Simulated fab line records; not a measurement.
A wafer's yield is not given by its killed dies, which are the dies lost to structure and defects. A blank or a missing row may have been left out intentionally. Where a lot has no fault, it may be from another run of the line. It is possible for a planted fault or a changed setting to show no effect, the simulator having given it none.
Chamber matching    flow berkeleyCmos170    UCB170_V2_CVD_00 on pecvd-01 has 3 sister chambers
The step deposits SiO2 from TEOS/O2, target thk 2000 nm, time 250 s. 3 wafers are shown with their chamber, then 6 later ones without.

== EACH WAFER AND ITS CHAMBER ==
wafer   chamber  heaterPowerW (W)
L606.5  2        282
L610.5  0        257
L610.6  1        271

== WAFERS WITHOUT THEIR CHAMBER ==
wafer   heaterPowerW (W)
L612.2  259
L612.3  180
L612.5  250
L616.2  253
L616.5  264
L616.6  252

== CHAMBER TAKEN BY EACH ==
wafer   from the rows above           in truth
L612.2  can't be placed: 0 or 1 or 2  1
L612.3  can't be placed: 0 or 1 or 2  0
L612.5  can't be placed: 0 or 1 or 2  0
L616.2  can't be placed: 0 or 1 or 2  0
L616.5  can't be placed: 0 or 1 or 2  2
L616.6  can't be placed: 0 or 1 or 2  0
Correctly placed: 0 of 6. From these rows, 6 cannot be placed; in 6 the true chamber is one of the candidates. Number placed wrongly: 0.
How it was worked out, from the rows above alone: a wafer's distance from a chamber is the root of the sum, over the readings, of the square of ((its reading less the chamber's mean) divided by the reading's scatter). The wafer belongs to the nearest chamber; if the next one is less than 2 further off, it can't be placed. For every chamber, the mean is computed from those of its wafers that are shown. The scatter: root of mean squared gap, hidden wafer to nearest shown wafer, with one shown wafer a chamber.
